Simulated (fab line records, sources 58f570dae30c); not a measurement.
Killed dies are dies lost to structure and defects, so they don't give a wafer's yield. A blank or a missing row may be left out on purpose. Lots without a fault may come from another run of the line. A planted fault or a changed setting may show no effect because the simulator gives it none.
A sampling plan put to the test | flow berkeley_cmos170 | one fab line, 37 faults that these records tell of, each judged on the records of the lots that it struck
The plan is the line's own looks: the steps of the route at which a gauge or an inspection reads the wafer and doesn't change it. A look can be judged if struck wafers have a number there and the file gives its usual mean and standard deviation on fault-free wafers. Caught: at a look after the fault's first step, the mean of the struck wafers lies 4 or more of those standard deviations (sigma) from the usual mean. On the tool: the same test on the tool's own readings at the fault's steps. Another recipe on the struck wafers, or a record that is blank for them alone, also counts as caught.

THE FAULTS, as the simulator had put them in
1. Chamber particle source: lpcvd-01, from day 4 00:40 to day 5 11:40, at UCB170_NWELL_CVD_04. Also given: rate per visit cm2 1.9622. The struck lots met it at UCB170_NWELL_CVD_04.
2. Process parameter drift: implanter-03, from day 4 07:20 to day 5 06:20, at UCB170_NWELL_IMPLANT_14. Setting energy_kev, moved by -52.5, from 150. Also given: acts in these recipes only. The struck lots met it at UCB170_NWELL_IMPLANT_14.
3. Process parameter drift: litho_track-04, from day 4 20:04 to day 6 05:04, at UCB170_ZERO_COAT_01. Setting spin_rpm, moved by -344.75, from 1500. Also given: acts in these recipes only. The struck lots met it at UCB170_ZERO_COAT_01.
4. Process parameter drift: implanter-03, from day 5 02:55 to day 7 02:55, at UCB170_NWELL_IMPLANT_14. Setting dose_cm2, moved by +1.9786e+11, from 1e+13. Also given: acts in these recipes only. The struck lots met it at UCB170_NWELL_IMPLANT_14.
5. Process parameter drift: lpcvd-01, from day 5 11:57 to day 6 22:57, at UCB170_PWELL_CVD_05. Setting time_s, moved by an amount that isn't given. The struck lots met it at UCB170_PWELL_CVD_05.
6. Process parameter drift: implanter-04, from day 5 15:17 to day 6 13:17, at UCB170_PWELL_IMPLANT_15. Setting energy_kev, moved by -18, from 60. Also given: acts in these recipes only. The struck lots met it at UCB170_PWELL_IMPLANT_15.
7. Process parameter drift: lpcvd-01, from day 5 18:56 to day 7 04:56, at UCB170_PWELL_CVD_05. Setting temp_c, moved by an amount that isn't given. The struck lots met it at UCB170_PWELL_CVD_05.
8. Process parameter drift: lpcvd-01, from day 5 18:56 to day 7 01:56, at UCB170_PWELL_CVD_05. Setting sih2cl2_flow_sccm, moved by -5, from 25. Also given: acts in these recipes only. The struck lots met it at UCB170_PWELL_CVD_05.
9. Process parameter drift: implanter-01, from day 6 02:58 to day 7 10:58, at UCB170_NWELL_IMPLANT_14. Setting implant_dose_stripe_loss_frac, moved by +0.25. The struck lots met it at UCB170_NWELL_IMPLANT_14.
10. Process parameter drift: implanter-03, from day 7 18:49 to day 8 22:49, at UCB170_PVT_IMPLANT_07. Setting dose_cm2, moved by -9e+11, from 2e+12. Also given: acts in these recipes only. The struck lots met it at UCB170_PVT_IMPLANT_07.
11. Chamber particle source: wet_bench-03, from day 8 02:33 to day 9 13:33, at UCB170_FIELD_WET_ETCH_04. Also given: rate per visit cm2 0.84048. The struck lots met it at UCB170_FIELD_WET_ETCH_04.
12. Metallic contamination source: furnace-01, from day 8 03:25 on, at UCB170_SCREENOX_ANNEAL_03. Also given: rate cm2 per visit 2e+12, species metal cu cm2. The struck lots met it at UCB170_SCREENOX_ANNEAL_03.
13. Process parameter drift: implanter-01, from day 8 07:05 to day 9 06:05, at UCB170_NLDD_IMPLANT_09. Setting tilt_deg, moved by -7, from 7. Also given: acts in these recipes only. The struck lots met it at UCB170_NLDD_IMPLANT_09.
14. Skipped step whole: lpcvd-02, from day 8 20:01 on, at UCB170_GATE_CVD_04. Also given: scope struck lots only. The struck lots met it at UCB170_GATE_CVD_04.
15. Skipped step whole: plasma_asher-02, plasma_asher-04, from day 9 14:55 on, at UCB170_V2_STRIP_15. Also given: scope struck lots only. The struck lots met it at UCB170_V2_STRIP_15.
16. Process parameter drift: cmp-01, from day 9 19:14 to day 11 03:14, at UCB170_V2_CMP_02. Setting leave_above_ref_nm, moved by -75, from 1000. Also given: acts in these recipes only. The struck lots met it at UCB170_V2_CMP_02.
17. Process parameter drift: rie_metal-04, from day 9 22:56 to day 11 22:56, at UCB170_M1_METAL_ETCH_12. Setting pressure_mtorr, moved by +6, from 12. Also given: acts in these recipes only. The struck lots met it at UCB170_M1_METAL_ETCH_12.
18. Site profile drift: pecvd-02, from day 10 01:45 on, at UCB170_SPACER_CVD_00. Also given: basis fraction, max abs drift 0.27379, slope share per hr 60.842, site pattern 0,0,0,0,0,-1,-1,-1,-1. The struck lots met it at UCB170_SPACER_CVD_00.
19. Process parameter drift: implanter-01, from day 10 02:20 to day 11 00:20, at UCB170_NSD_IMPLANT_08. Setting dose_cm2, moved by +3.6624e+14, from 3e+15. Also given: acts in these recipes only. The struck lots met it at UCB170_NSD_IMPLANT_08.
20. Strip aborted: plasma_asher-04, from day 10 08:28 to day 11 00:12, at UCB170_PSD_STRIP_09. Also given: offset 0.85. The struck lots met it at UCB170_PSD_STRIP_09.
21. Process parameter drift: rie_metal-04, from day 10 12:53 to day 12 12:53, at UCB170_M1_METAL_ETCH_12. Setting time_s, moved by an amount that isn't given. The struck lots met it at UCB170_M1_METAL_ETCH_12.
22. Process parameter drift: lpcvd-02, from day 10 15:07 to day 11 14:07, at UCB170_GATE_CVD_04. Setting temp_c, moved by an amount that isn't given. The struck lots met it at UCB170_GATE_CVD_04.
23. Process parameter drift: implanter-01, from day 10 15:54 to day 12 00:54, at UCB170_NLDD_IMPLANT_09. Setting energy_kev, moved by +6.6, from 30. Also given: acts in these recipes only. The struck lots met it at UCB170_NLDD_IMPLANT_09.
24. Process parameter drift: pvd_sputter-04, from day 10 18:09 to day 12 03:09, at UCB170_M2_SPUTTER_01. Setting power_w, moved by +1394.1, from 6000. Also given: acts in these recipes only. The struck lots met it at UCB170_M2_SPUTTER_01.
25. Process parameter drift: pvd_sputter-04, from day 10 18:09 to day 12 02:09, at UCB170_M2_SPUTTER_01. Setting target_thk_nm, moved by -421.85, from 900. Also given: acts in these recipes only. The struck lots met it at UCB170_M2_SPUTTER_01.
26. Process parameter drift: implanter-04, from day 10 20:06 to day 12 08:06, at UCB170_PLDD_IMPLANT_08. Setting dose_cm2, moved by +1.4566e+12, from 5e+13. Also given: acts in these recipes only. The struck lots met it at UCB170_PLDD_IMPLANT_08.
27. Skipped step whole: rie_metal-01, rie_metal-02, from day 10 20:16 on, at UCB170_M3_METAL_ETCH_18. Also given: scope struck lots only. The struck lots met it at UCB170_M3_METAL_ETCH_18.
28. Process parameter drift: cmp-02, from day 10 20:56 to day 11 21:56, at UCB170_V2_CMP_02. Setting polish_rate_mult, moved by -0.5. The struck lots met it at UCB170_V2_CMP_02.
29. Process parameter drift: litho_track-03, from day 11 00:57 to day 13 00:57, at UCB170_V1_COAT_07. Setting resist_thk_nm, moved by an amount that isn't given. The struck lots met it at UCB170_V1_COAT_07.
30. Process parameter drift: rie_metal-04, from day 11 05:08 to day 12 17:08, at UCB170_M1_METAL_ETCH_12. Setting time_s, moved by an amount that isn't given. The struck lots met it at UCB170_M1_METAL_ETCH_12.
31. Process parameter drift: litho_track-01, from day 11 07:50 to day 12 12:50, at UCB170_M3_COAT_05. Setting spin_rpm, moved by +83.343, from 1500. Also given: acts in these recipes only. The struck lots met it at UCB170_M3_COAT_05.
32. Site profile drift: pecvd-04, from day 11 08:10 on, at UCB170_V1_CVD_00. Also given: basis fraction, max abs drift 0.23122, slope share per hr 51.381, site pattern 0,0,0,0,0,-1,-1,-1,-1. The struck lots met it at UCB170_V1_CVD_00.
33. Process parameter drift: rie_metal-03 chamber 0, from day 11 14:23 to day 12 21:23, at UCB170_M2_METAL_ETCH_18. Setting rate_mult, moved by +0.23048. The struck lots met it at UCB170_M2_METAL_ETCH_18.
34. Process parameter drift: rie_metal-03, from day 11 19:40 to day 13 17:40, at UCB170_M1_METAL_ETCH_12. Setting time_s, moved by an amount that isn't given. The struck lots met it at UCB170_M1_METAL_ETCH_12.
35. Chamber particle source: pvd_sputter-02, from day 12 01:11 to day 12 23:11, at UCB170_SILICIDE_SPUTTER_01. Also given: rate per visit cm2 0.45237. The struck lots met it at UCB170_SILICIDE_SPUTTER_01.
36. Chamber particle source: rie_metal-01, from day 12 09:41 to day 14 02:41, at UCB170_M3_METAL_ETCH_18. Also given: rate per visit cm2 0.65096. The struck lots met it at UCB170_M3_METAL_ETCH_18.
37. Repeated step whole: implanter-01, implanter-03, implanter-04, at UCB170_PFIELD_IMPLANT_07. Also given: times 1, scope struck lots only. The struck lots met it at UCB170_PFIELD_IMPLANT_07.

WHAT THE PLAN SAW
fault | on the tool itself                               | first look that catches it                      | reading, sigma                                         | median hours from its first step to that look | hours from the fault's start to the first struck lot there | judged looks passed uncaught
1     | under 2 sigma                                    | none of the 2 looks that can be judged after it | -                                                      | -                                             | -                                                          | 2
2     | beam_energy_keV -99 or beyond sigma              | UCB170_NWELL_TW_MEAS_16                         | NWELL_TW -9.6                                          | 0.2                                           | 5                                                          | 0
3     | spin_speed_rpm -99 or beyond sigma               | none of the 2 looks that can be judged after it | -                                                      | -                                             | -                                                          | 2
4     | dose_ions_cm2 +18 sigma                          | no look after it can be judged                  | -                                                      | -                                             | -                                                          | 0
5     | under 2 sigma                                    | UCB170_PWELL_THK_MEAS_06                        | PWELL_NITRIDE_THK -7.8                                 | 1.9                                           | 5                                                          | 0
6     | beam_energy_keV -99 or beyond sigma              | UCB170_PWELL_TW_MEAS_17                         | PWELL_TW -5.9                                          | 0.2                                           | 3                                                          | 0
7     | susceptor_temp_C -56 sigma                       | UCB170_PWELL_THK_MEAS_06                        | PWELL_NITRIDE_THK -36                                  | 1.9                                           | 6                                                          | 0
8     | sih2cl2_flow_sccm -69 sigma                      | UCB170_PWELL_THK_MEAS_06                        | PWELL_NITRIDE_THK -5.7                                 | 1.9                                           | 6                                                          | 0
9     | no reading that can be judged                    | none of the 2 looks that can be judged after it | strongest: NWELL_TW at UCB170_NWELL_TW_MEAS_16, -3.9   | -                                             | -                                                          | 2
10    | dose_ions_cm2 -99 or beyond sigma                | UCB170_PVT_TW_MEAS_09                           | PVT_TW -21                                             | 0.2                                           | 5                                                          | 0
11    | no reading that can be judged                    | none of the 2 looks that can be judged after it | -                                                      | -                                             | -                                                          | 2
12    | no reading that can be judged                    | none of the 7 looks that can be judged after it | -                                                      | -                                             | -                                                          | 7
13    | tilt_deg -99 or beyond sigma                     | UCB170_NLDD_TW_MEAS_11                          | NLDD_TW -5.6                                           | 0.2                                           | 1                                                          | 0
14    | the tool's record is blank for the struck wafers | no look after it can be judged                  | -                                                      | -                                             | -                                                          | 0
15    | the tool's record is blank for the struck wafers | no look after it can be judged                  | -                                                      | -                                             | -                                                          | 0
16    | under 2 sigma                                    | UCB170_V2_THK_MEAS_04                           | V2_POLISHED_THK -57                                    | 4.5                                           | 11                                                         | 1
17    | chamber_pressure_mTorr +99 or beyond sigma       | no look after it can be judged                  | -                                                      | -                                             | -                                                          | 0
18    | under 2 sigma                                    | UCB170_SPACER_THK_MEAS_01                       | SPACER_TEOS_THK -8.4                                   | 0.0                                           | 0                                                          | 0
19    | dose_ions_cm2 +99 or beyond sigma                | UCB170_SDANNEAL_RS_MEAS_03                      | NSD_RS -22                                             | 2.0                                           | 10                                                         | 0
20    | oes_product_au -32 sigma                         | UCB170_NSD_TW_MEAS_10                           | NSD_TW -99 or beyond                                   | 2.3                                           | 18                                                         | 0
21    | run_length_s -70 sigma                           | no look after it can be judged                  | -                                                      | -                                             | -                                                          | 0
22    | susceptor_temp_C -43 sigma                       | UCB170_GATE_THK_MEAS_05                         | GATE_POLY_THK -23                                      | 1.4                                           | 8                                                          | 0
23    | beam_energy_keV +99 or beyond sigma              | UCB170_SDANNEAL_RS_MEAS_05                      | NLDD_RS -25                                            | 12.0                                          | 12                                                         | 1
24    | cathode_dc_power_W +99 or beyond sigma           | UCB170_M2_RS_MEAS_02                            | M2_AL_RS -13                                           | 0.1                                           | 9                                                          | 0
25    | under 2 sigma                                    | UCB170_M2_RS_MEAS_02                            | M2_AL_RS +63                                           | 0.1                                           | 9                                                          | 0
26    | dose_ions_cm2 +30 sigma                          | none of the 2 looks that can be judged after it | strongest: PLDD_RS at UCB170_SDANNEAL_RS_MEAS_04, -3.9 | -                                             | -                                                          | 2
27    | the tool's record is blank for the struck wafers | no look after it can be judged                  | -                                                      | -                                             | -                                                          | 0
28    | under 2 sigma                                    | UCB170_V2_THK_MEAS_04                           | V2_POLISHED_THK +99 or beyond                          | 0.4                                           | 8                                                          | 0
29    | no reading that can be judged                    | UCB170_V1_CD_MEAS_12                            | cd_nm -4.1                                             | 0.9                                           | 18                                                         | 0
30    | run_length_s +87 sigma                           | not the one look that can be judged after it    | strongest: cd_nm at UCB170_M1_CD_MEAS_90, -3.9         | -                                             | -                                                          | 1
31    | spin_speed_rpm +75 sigma                         | no look after it can be judged                  | -                                                      | -                                             | -                                                          | 0
32    | under 2 sigma                                    | UCB170_V1_THK_MEAS_01                           | V1_TEOS_THK -6.6                                       | 0.2                                           | 8                                                          | 0
33    | under 2 sigma                                    | none of the 2 looks that can be judged after it | -                                                      | -                                             | -                                                          | 2
34    | run_length_s +20 sigma                           | no look after it can be judged                  | -                                                      | -                                             | -                                                          | 0
35    | under 2 sigma                                    | none of the 3 looks that can be judged after it | -                                                      | -                                             | -                                                          | 3
36    | under 2 sigma                                    | no look after it can be judged                  | -                                                      | -                                             | -                                                          | 0
37    | under 2 sigma                                    | UCB170_PFIELD_TW_MEAS_09                        | PFIELD_TW +29                                          | 0.5                                           | -                                                          | 0
A dash: the fault isn't caught, or these records don't give the number.

Caught at a look: 19 of 37. Caught on the tool: 22 of 37. By one or the other: 30 of 37.
Caught on the tool alone: faults 3, 4, 14, 15, 17, 21, 26, 27, 30, 31, 34.
Caught at a look alone: faults 5, 16, 18, 25, 28, 29, 32, 37.
Caught by neither: faults 1, 9, 11, 12, 33, 35, 36.

THINNER SAMPLING
If the look that catches a fault measured only every second or every third lot, by lot number, the first struck lot would be measured this late in the worst case:
fault | struck lots at that look, in order of time | every lot | every second lot | every third lot
2     | L748, L750                                 | 5 h       | may miss all 2   | may miss all 2
5     | L760, L762, L761                           | 5 h       | 13 h             | 13 h
6     | L723, L725                                 | 3 h       | may miss all 2   | may miss all 2
7     | L505, L504                                 | 6 h       | 6 h              | may miss all 2
8     | L268, L267                                 | 6 h       | 6 h              | may miss all 2
10    | L238, L241, L239                           | 5 h       | 21 h             | may miss all 3
13    | L232, L234                                 | 1 h       | may miss all 2   | may miss all 2
16    | L653                                       | 11 h      | may miss it      | may miss it
18    | L723, L728                                 | 0 h       | 15 h             | may miss all 2
19    | L113, L112                                 | 10 h      | 11 h             | may miss all 2
20    | L737                                       | 18 h      | may miss it      | may miss it
22    | L878, L877, L879                           | 8 h       | 8 h              | 8 h
23    | L848, L851                                 | 12 h      | 24 h             | may miss all 2
24    | L982, L986                                 | 9 h       | may miss all 2   | may miss all 2
25    | L106, L110                                 | 9 h       | may miss all 2   | may miss all 2
28    | L930, L932                                 | 8 h       | may miss all 2   | may miss all 2
29    | L914, L918                                 | 18 h      | may miss all 2   | may miss all 2
32    | L658, L661, L662                           | 8 h       | 17 h             | may miss all 3
Hours are from the fault's start to the first struck lot that is measured. The limit of 4 sigma was tested on all struck wafers together, so one lot alone may lie under it. Other struck lots may not be in these records.

THE LONGEST TIMED WAY FROM STEP TO LOOK
Fault 23: a median of 12.0 hours passes between UCB170_NLDD_IMPLANT_09 and UCB170_SDANNEAL_RS_MEAS_05. The look between them that can be judged stayed within 4 sigma: UCB170_NLDD_TW_MEAS_11.
